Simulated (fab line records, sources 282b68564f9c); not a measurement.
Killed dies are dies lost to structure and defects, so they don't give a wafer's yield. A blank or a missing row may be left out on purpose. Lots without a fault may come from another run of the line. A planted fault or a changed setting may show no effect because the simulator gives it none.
fab line records | flow rit_cmos
record lots=5 wafers=15 last_day=7
route steps=202 shown GATE@88 REOX@98 NLDD@103 PLDD@114 SPACER@125 M1@202
lots that met no fault: from a run of the same line without faults
start_h: hours from the record's first day to the start of the lot's first wafer shown | wait_h: hours since the lot's step before | " the same as in the row above | L1.1+2: a row that stands for several wafers | - no value, or no start given | * or withheld: withheld | < > ~ a bound
route shown NAME@n: a module of which the file shows steps, and the number in the route of the first | usual: mean/standard deviation of fault-free wafers | same: alike in all rows | chamber/n: place in a boat | sites: the reading at each site | _std_site: their standard deviation | _edge_site: outer sites' mean less inner sites' | radius_mm: how far each site lies from the wafer's centre | mask NAME#n: copy n | behind: the tool/chamber that last shaped the wafer | hold: why the lot was held/for how many hours/how that ended | device: the transistor (n, p or np) that didn't switch | end of line: the same wafers' tests at the end of the route | a step without rows: its recipe alone | killed: dies lost to structure and defects at the first sort, not the wafer's yield | map: a wafer's dies, x killed, . not, _ none there
set.NAME: the setting as run; set.NAME@STEP: as run at that earlier step | model.NAME: the simulator's own value behind a step, which no gauge read
lots at some steps of the route; a table a step, a row a wafer
services: from which hour (start_h, from the record's first day; less than 0 if before it) a tool's chamber was out of use, for how many hours, and why
## steps
# step RIT_GATE_SOFTBAKE_12
# recipe resist=NOVOLAK temp_c=90 time_s=60
# step RIT_GATE_EXPOSE_13
# recipe mask_id=M6 na=0.6 source_shape=conventional sigma_outer=0.6 target_cd_nm=150 dose_mj=380
# step RIT_GATE_PEB_14
# recipe resist=NOVOLAK temp_c=withheld time_s=withheld
# step RIT_GATE_DEVELOP_15
# recipe resist=NOVOLAK develop_time_s=50 dev_temp_c=23
# step RIT_GATE_CD_MEAS_16
# recipe target_cd_nm=150
# usual cd_nm=151.2/2.6
# columns lot.wafer tool chamber start_h wait_h cd_nm
L260.3 cd_sem-01 - 76.10 - 156.0
L260.4 " - " " 156.9
L260.6 " - " " 158.8
L265.1 cd_sem-01 - 103.53 - 149.6
L265.2 " - " " 148.7
L265.3 " - " " 149.5
L266.3 cd_sem-02 - 112.87 - 152.6
L266.5 " - " " 148.9
L266.6 " - " " 150.9
L273.2 cd_sem-02 - 142.23 - 155.2
L273.3 " - " " 152.2
L273.4 " - " " 152.9
L275.4 cd_sem-02 - 151.12 - 150.9
L275.5 " - " " 151.5
L275.6 " - " " 150.5
# step RIT_GATE_OVL_MEAS_17
# usual GATE_OVL=0.2/1.3
# columns lot.wafer tool chamber start_h wait_h GATE_OVL[nm]
L260.3 overlay-02 - 76.19 0.1 0.4
L260.4 " - " " 0.0
L260.6 " - " " 0.3
L265.1 overlay-01 - 103.65 0.1 0.0
L265.2 " - " " -1.3
L265.3 " - " " 0.0
L266.3 overlay-02 - 112.96 0.1 0.7
L266.5 " - " " -0.6
L266.6 " - " " -1.2
L273.2 overlay-02 - 142.34 0.1 3.1
L273.3 " - " " 2.0
L273.4 " - " " 2.9
L275.4 overlay-01 - 151.19 0.1 0.5
L275.5 " - " " 2.0
L275.6 " - " " 0.3
# step RIT_GATE_HARDBAKE_18
# recipe resist=NOVOLAK temp_c=140 time_s=60
# step RIT_GATE_ETCH_19
# recipe chemistry=SF6/CHF3/O2 time_s=165 SF6_flow_sccm=30 CHF3_flow_sccm=30 O2_flow_sccm=5 target=poly-Si pressure_mtorr=40 rf_w=160 target_depth_a=3125 over_etch_frac=0.25 stop_on=SiO2
# usual drypump_motor_current_A=5.8/0.45 oes_product_au=0.851/0.012 throttle_valve_pct=10.26/0.12
# columns lot.wafer tool chamber start_h wait_h drypump_motor_current_A oes_product_au rf_hours_counter_h throttle_valve_pct
L260.3 rie_si-01 3 76.36 0.1 6.3 0.848 116 10.17
L260.4 " 2 " " 5.8 0.846 - 10.22
L260.6 " 3 " " 6.3 0.845 - 10.16
L265.1 rie_si-02 2 104.03 0.1 5.9 0.835 2 10.30
L265.2 " 3 " " 5.4 0.851 42 10.31
L265.3 " 0 " " 5.1 0.847 152 10.29
L266.3 rie_si-01 3 113.14 0.1 6.3 0.837 116 10.18
L266.5 " 2 " " 5.8 0.862 - 10.23
L266.6 " 3 " " 6.3 0.831 - 10.17
L273.2 rie_si-02 2 142.52 0.1 5.9 0.833 2 10.30
L273.3 " 3 " " 5.4 0.859 42 10.29
L273.4 " 1 " " 5.3 0.842 0 10.51
L275.4 rie_si-02 1 151.40 0.1 5.2 0.848 0 10.50
L275.5 " 0 " " 5.1 0.847 - 10.30
L275.6 " 1 " " 5.2 0.854 - 10.49
# step RIT_GATE_STRIP_20
# recipe chemistry=O2 time_s=180 resist=NOVOLAK platen_temp_c=withheld power_w=500 pressure_mtorr=4000 o2_flow_sccm=4000
# usual drypump_motor_current_A=5.9/0.49
# columns lot.wafer tool chamber start_h wait_h drypump_motor_current_A rf_hours_counter_h
L260.3 plasma_asher-01 1 76.53 0.1 6.0 -
L260.4 " 0 " " 6.3 -
L260.6 " 0 " " 6.4 -
L265.1 plasma_asher-04 0 104.14 0.1 5.0 46
L265.2 " 1 " " 6.3 46
L265.3 " 1 " " 6.2 -
L266.3 plasma_asher-04 1 113.30 0.1 6.3 -
L266.5 " 0 " " 5.0 -
L266.6 " 1 " " 6.3 -
L273.2 plasma_asher-04 1 142.63 0.1 6.3 51
L273.3 " 1 " " 6.3 -
L273.4 " 0 " " 5.0 -
L275.4 plasma_asher-04 1 151.57 0.1 6.3 -
L275.5 " 1 " " 6.3 -
L275.6 " 0 " " 5.0 -
# step RIT_GATE_CD_MEAS_90
# recipe target_cd_nm=150
# usual cd_nm=151.1/2.6
# columns lot.wafer tool chamber start_h wait_h cd_nm
L260.3 cd_sem-02 - 76.69 0.1 155.7
L260.4 " - " " 156.9
L260.6 " - " " 158.5
L265.1 cd_sem-01 - 104.31 0.1 149.5
L265.2 " - " " 148.7
L265.3 " - " " 149.2
L266.3 cd_sem-02 - 113.46 0.1 153.0
L266.5 " - " " 149.0
L266.6 " - " " 151.1
L273.2 cd_sem-02 - 142.82 0.1 155.7
L273.3 " - " " 152.2
L273.4 " - " " 153.1
L275.4 cd_sem-02 - 151.74 0.1 150.7
L275.5 " - " " 151.1
L275.6 " - " " 150.3
# step RIT_REOX_CLEAN_00
# recipe chemistry=SC1 mix=3:3:50 time_s=600 temp_c=75
# step RIT_REOX_CLEAN_01
# recipe chemistry=dHF dilution=50:1 time_s=30
# step RIT_REOX_CLEAN_02
# recipe chemistry=SC2 mix=3:3:50 time_s=600 temp_c=75 dry=n2_spin
# usual bath_heat_duty_pct=15.9/1.7
# columns lot.wafer tool chamber start_h wait_h bath_heat_duty_pct
L260.3 wet_bench-04 1 76.96 0.0 18.6
L260.4 " 1 " " 18.0
L260.6 " 1 " " 18.1
L265.1 wet_bench-01 2 104.66 0.0 16.5
L265.2 " 2 " " 15.9
L265.3 " 2 " " 15.8
L266.3 wet_bench-01 3 113.85 0.0 15.1
L266.5 " 3 " " 15.3
L266.6 " 3 " " 14.7
L273.2 wet_bench-04 0 143.13 0.0 14.9
L273.3 " 0 " " 16.1
L273.4 " 0 " " 15.7
L275.4 wet_bench-01 2 152.00 0.0 15.7
L275.5 " 2 " " 17.9
L275.6 " 2 " " 15.4
# step RIT_REOX_OXIDATION_03
# recipe temp_c=900 ambient=O2 target_thk_a=252 ox_time_s=5580
# step RIT_REOX_THK_MEAS_04
# recipe reads=SiO2_of_REOX_OXIDATION_03
# usual REOX_OXIDE_THK=25.4/0.43
# columns lot.wafer tool chamber start_h wait_h REOX_OXIDE_THK[nm]
L260.3 film_metro-01 - 80.33 0.0 25.2
L260.4 " - " " 25.4
L260.6 " - " " 25.2
L265.1 film_metro-03 - 107.42 0.0 25.7
L265.2 " - " " 25.4
L265.3 " - " " 25.3
L266.3 film_metro-03 - 117.53 0.0 25.9
L266.5 " - " " 26.1
L266.6 " - " " 25.8
L273.2 film_metro-02 - 145.88 0.0 24.3
L273.3 " - " " 24.9
L273.4 " - " " 24.9
L275.4 film_metro-01 - 155.89 0.0 25.6
L275.5 " - " " 25.6
L275.6 " - " " 25.5
# step RIT_NLDD_HMDS_00
# recipe prime_time_s=60 prime_temp_c=140
# step RIT_NLDD_COAT_01
# recipe resist=NOVOLAK spin_rpm=3250 resist_thk_nm=1000
# step RIT_NLDD_SOFTBAKE_02
# recipe resist=NOVOLAK temp_c=90 time_s=60
# step RIT_NLDD_EXPOSE_03
# recipe mask_id=M7 na=0.57 target_cd_nm=40700 dose_mj=250
# step RIT_NLDD_PEB_04
# recipe resist=NOVOLAK temp_c=withheld time_s=withheld
# step RIT_NLDD_DEVELOP_05
# recipe resist=NOVOLAK develop_time_s=50 dev_temp_c=23
# step RIT_NLDD_OVL_MEAS_06
# usual NLDD_OVL=0.3/1.3
# columns lot.wafer tool chamber start_h wait_h NLDD_OVL[nm]
L260.3 overlay-01 - 81.23 - 2.0
L260.4 " - " " 2.6
L260.6 " - " " 1.5
L265.1 overlay-02 - 108.46 - -0.7
L265.2 " - " " 1.5
L265.3 " - " " 0.7
L266.3 overlay-01 - 118.43 - 1.1
L266.5 " - " " 0.2
L266.6 " - " " 1.5
L273.2 overlay-01 - 146.94 - 0.5
L273.3 " - " " -0.4
L273.4 " - " " 0.2
L275.4 overlay-01 - 156.91 - 0.3
L275.5 " - " " -1.0
L275.6 " - " " -0.9
# step RIT_NLDD_HARDBAKE_07
# recipe resist=NOVOLAK temp_c=140 time_s=60
# step RIT_NLDD_IMPLANT_08
# recipe species=P energy_kev=20 dose_cm2=5e+14 tilt_deg=6.779
# step RIT_NLDD_STRIP_09
# recipe chemistry=O2 time_s=180 resist=NOVOLAK platen_temp_c=withheld power_w=500 pressure_mtorr=4000 o2_flow_sccm=4000
# usual drypump_motor_current_A=5.6/0.57
# columns lot.wafer tool chamber start_h wait_h drypump_motor_current_A rf_hours_counter_h
L260.3 plasma_asher-03 1 81.61 0.1 6.1 -
L260.4 " 0 " " 5.9 -
L260.6 " 0 " " 5.9 -
L265.1 plasma_asher-04 0 108.79 0.1 5.0 47
L265.2 " 1 " " 6.2 47
L265.3 " 1 " " 6.3 -
L266.3 plasma_asher-02 0 118.81 0.1 5.7 -
L266.5 " 0 " " 5.7 -
L266.6 " 1 " " 4.7 -
L273.2 plasma_asher-02 1 147.41 0.1 4.7 38
L273.3 " 0 " " 5.7 -
L273.4 " 1 " " 4.7 -
L275.4 plasma_asher-03 0 157.29 0.1 5.9 -
L275.5 " 1 " " 6.0 -
L275.6 " 0 " " 5.9 -
# step RIT_NLDD_TW_MEAS_10
# usual NLDD_TW=2516/23
# columns lot.wafer tool chamber start_h wait_h NLDD_TW
L260.3 film_metro-03 - 81.75 0.1 2497
L260.4 " - " " 2501
L260.6 " - " " 2496
L265.1 film_metro-03 - 108.97 0.1 2492
L265.2 " - " " 2496
L265.3 " - " " 2487
L266.3 film_metro-04 - 118.95 0.1 2494
L266.5 " - " " 2503
L266.6 " - " " 2486
L273.2 film_metro-03 - 147.60 0.1 2510
L273.3 " - " " 2500
L273.4 " - " " 2490
L275.4 film_metro-02 - 157.44 0.1 2538
L275.5 " - " " 2545
L275.6 " - " " 2541
# step RIT_PLDD_HMDS_00
# recipe prime_time_s=60 prime_temp_c=140
# step RIT_PLDD_COAT_01
# recipe resist=NOVOLAK spin_rpm=3250 resist_thk_nm=982.6
# step RIT_PLDD_SOFTBAKE_02
# recipe resist=NOVOLAK temp_c=90 time_s=60
# step RIT_PLDD_EXPOSE_03
# recipe mask_id=M8 na=0.57 target_cd_nm=40900 dose_mj=250
# step RIT_PLDD_PEB_04
# recipe resist=NOVOLAK temp_c=withheld time_s=withheld
# step RIT_PLDD_DEVELOP_05
# recipe resist=NOVOLAK develop_time_s=50 dev_temp_c=23
# step RIT_PLDD_OVL_MEAS_06
# usual PLDD_OVL=0.2/1.4
# columns lot.wafer tool chamber start_h wait_h PLDD_OVL[nm]
L260.3 overlay-01 - 82.96 - 1.3
L260.4 " - " " 0.7
L260.6 " - " " -0.5
L265.1 overlay-02 - 109.88 - -1.8
L265.2 " - " " -1.4
L265.3 " - " " -1.7
L266.3 overlay-02 - 119.85 - -0.3
L266.5 " - " " 0.9
L266.6 " - " " 0.3
L273.2 overlay-01 - 148.50 - -0.6
L273.3 " - " " -1.6
L273.4 " - " " -0.1
L275.4 overlay-02 - 158.46 - 1.3
L275.5 " - " " 0.6
L275.6 " - " " 0.1
# step RIT_PLDD_HARDBAKE_07
# recipe resist=NOVOLAK temp_c=140 time_s=60
# step RIT_PLDD_IMPLANT_08
# recipe species=BF2 energy_kev=20 dose_cm2=9e+14 tilt_deg=7
# step RIT_PLDD_STRIP_09
# recipe chemistry=O2 time_s=180 resist=NOVOLAK platen_temp_c=withheld power_w=500 pressure_mtorr=4000 o2_flow_sccm=4000
# usual drypump_motor_current_A=5.6/0.59
# columns lot.wafer tool chamber start_h wait_h drypump_motor_current_A rf_hours_counter_h
L260.3 plasma_asher-02 1 83.34 0.1 4.7 -
L260.4 " 0 " " 5.7 -
L260.6 " 0 " " 5.7 -
L265.1 plasma_asher-02 1 110.21 0.1 4.7 33
L265.2 " 0 " " 5.7 33
L265.3 " 1 " " 4.7 -
L266.3 plasma_asher-01 1 120.23 0.1 6.0 -
L266.5 " 0 " " 6.4 -
L266.6 " 1 " " 6.1 -
L273.2 plasma_asher-01 1 148.83 0.1 6.1 3
L273.3 " 0 " " 6.3 -
L273.4 " 1 " " 6.1 -
L275.4 plasma_asher-03 1 158.84 0.1 6.0 -
L275.5 " 0 " " 5.9 -
L275.6 " 1 " " 6.0 -
# step RIT_PLDD_TW_MEAS_10
# usual PLDD_TW=2371/24
# columns lot.wafer tool chamber start_h wait_h PLDD_TW
L260.3 film_metro-02 - 83.48 0.1 2408
L260.4 " - " " 2396
L260.6 " - " " 2413
L265.1 film_metro-04 - 110.39 0.1 2363
L265.2 " - " " 2354
L265.3 " - " " 2363
L266.3 film_metro-03 - 120.37 0.1 2364
L266.5 " - " " 2360
L266.6 " - " " 2363
L273.2 film_metro-02 - 149.02 0.1 2384
L273.3 " - " " 2395
L273.4 " - " " 2394
L275.4 film_metro-02 - 158.98 0.1 2392
L275.5 " - " " 2393
L275.6 " - " " 2387
# step RIT_SPACER_CLEAN_00
# recipe chemistry=SC1 mix=3:3:50 time_s=600 temp_c=75
# step RIT_SPACER_CLEAN_01
# recipe chemistry=dHF dilution=50:1 time_s=30
# step RIT_SPACER_CLEAN_02
# recipe chemistry=SC2 mix=3:3:50 time_s=600 temp_c=75 dry=n2_spin
# step RIT_SPACER_CVD_03
# recipe material=Si3N4 target_thk_nm=250 temp_c=810 precursor=SiH2Cl2/NH3 time_s=3300 pressure_mtorr=300 sih2cl2_flow_sccm=60 nh3_flow_sccm=150
# step RIT_SPACER_THK_MEAS_04
# recipe reads=Si3N4_of_SPACER_CVD_03
# usual SPACER_NITRIDE_THK=249.2/2.2
# columns lot.wafer tool chamber start_h wait_h SPACER_NITRIDE_THK[nm]
L260.3 film_metro-04 - 86.73 0.0 251.4
L260.4 " - " " 250.7
L260.6 " - " " 250.7
L265.1 film_metro-04 - 112.80 0.0 249.7
L265.2 " - " " 247.7
L265.3 " - " " 246.6
L266.3 film_metro-01 - 122.73 0.0 253.0
L266.5 " - " " 251.9
L266.6 " - " " 254.6
L273.2 film_metro-01 - 151.36 0.0 248.1
L273.3 " - " " 246.9
L273.4 " - " " 247.0
L275.4 film_metro-02 - 161.69 0.0 251.2
L275.5 " - " " 250.8
L275.6 " - " " 249.5
# step RIT_M1_PROBE_99
# usual killed_at_front_end=7/3.1 killed_dies=7/3.1 killed_on_rim=1.7/1.4 killed_open=3.6/2.1 killed_short=3.2/2
# same gross_dies=264 killed_at_M0_to_M3=0 killed_at_M4_up=0 killed_at_back_side=0 killed_at_contacts=0 killed_at_other=0
# columns lot.wafer tool chamber start_h wait_h killed_at_front_end killed_dies killed_on_rim killed_open killed_short
L260.3 prober-02 - 98.20 0.2 2 2 1 1 1
L260.6 prober-02 - 98.35 0.2 3 3 1 1 2
L265.1 prober-01 - 124.50 0.1 4 4 0 1 3
L265.2 prober-01 - 124.55 0.1 8 8 1 4 4
L265.3 prober-01 - 124.60 0.2 7 7 1 3 4
L266.3 prober-02 - 133.97 0.2 16 16 3 6 10
L266.5 prober-02 - 134.07 0.2 3 3 0 0 3
L266.6 prober-02 - 134.12 0.2 7 7 1 4 3
L273.2 prober-01 - 162.83 0.1 37 37 10 1 2
L273.3 prober-01 - 162.88 0.2 35 35 12 5 2
L273.4 prober-01 - 162.93 0.2 40 40 11 1 5
L275.4 prober-01 - 173.01 0.2 10 10 4 6 4
L275.5 prober-01 - 173.06 0.2 10 10 2 8 2
L275.6 prober-01 - 173.11 0.2 5 5 0 4 1
# killed by level:class
L260.3 GATE:geometric_particle:short=1 SILICIDE:geometric_particle:open=1
L260.6 GATE:geometric_particle:short=1 REOX:geometric_particle:short=1 SPACER:geometric_particle:open=1
L265.1 FOX1:geometric_particle:short=1 GATE:geometric_particle:short=1 GATE:geometric_particle:open=1 SILICIDE:geometric_particle:short=1
L265.2 GATE:geometric_particle:open=4 GATE:geometric_particle:short=4
L265.3 GATE:geometric_particle:short=2 SPACER:geometric_particle:short=2 FOX1:geometric_particle:open=1 GATE:geometric_particle:open=1 SILICIDE:geometric_particle:open=1
L266.3 SILICIDE:geometric_particle:short=4 GATE:geometric_particle:short=3 GATE:geometric_particle:open=2 REOX:geometric_particle:short=2 SPACER:geometric_particle:open=2 FOX2:geometric_particle:short=1 REOX:geometric_particle:open=1 SILICIDE:geometric_particle:open=1
L266.5 REOX:geometric_particle:short=2 SILICIDE:geometric_particle:short=1
L266.6 GATE:geometric_particle:open=3 FOX1:geometric_particle:short=1 FOX1:geometric_particle:open=1 REOX:geometric_particle:short=1 SPACER:geometric_particle:short=1
L273.2 REOX:unspecified=34 GATE:geometric_particle:short=1 REOX:geometric_particle:short=1 SPACER:geometric_particle:open=1
L273.3 REOX:unspecified=28 GATE:geometric_particle:open=4 FOX1:geometric_particle:open=1 GATE:geometric_particle:short=1 SPACER:geometric_particle:short=1
L273.4 REOX:unspecified=34 SPACER:geometric_particle:short=2 FOX1:geometric_particle:short=1 FOX2:geometric_particle:short=1 GATE:geometric_particle:short=1 SILICIDE:geometric_particle:open=1
L275.4 GATE:geometric_particle:short=3 GATE:geometric_particle:open=3 REOX:geometric_particle:open=3 REOX:geometric_particle:short=1
L275.5 GATE:geometric_particle:open=3 SILICIDE:geometric_particle:open=2 FOX1:geometric_particle:open=1 FOX2:geometric_particle:short=1 REOX:geometric_particle:open=1 REOX:geometric_particle:short=1 SPACER:geometric_particle:open=1
L275.6 GATE:geometric_particle:open=2 REOX:geometric_particle:open=1 SPACER:geometric_particle:open=1 SILICIDE:geometric_particle:short=1
# map L273.4 (x killed, . not)
________......._______
_____......x.....x____
____...............___
___.................__
__............x......_
__...........x......._
_.....................
_.....................
_.............x.......
_.......x.............
__....x.............._
__.....xxxxx........._
___....xxxxxx.......__
____.xxxxxxxxx.....___
_____xxxxxxxx.....____
________xxxxx.._______
# map L260.6 (x killed, . not)
________......._______
_____.............____
____......x........___
___.................__
__..................._
__..................._
_.....................
_.....................
_.....................
_.....................
__..................._
__..................._
___...........x.....__
____..............x___
_____.............____
________......._______
## services
# columns tool chamber start_h hours kind
rie_si-02 - 69.16 2.8 pm
rie_si-01 1 69.78 8.5 repair
rie_si-02 1 86.79 - clean
rie_si-02 1 86.79 19.3 scheduled_down
rie_si-02 1 86.79 19.3 vent_cycle
rie_si-02 0 106.06 - clean
rie_si-02 0 106.06 17.5 scheduled_down
rie_si-02 0 106.06 17.5 vent_cycle
plasma_asher-03 - 108.71 1.9 repair
plasma_asher-01 - 108.75 9.0 pm
plasma_asher-01 0 108.75 9.0 vent_cycle
plasma_asher-01 1 108.75 9.0 vent_cycle
plasma_asher-01 - 115.26 0.9 repair
plasma_asher-01 0 117.75 - clean
plasma_asher-01 1 117.75 - clean
plasma_asher-03 - 130.36 2.8 pm
rie_si-01 0 152.64 4.7 repair
rie_si-02 1 154.85 4.2 repair
## key
first_sign step=RIT_M1_PROBE_99 reading=killed_dies direction=up sigmas=9.7 usual=7 struck=37
effect step=RIT_M1_PROBE_99 reading=killed_at_front_end direction=up sigmas=9.7 usual=7 struck=37
met_at RIT_REOX_CLEAN_02
struck_wafers L273.2,L273.3,L273.4
tester_left_out L273
also_fits RIT_NLDD_STRIP_09:plasma_asher-02,RIT_PLDD_STRIP_09:plasma_asher-01
fault kind=chamber_particle_source tool=wet_bench-04 chamber=0 onset_h=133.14 steps=RIT_REOX_CLEAN_02 rate_per_visit_cm2=1.5711 end_h=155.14
# tester_left_out: of these lots the tester's yield and bins aren't shown, on N5 and GAA mostly nor the transistor test; their killed dies are dies lost to structure and defects alone, not to doping, threshold or leakage, so they don't give the yield
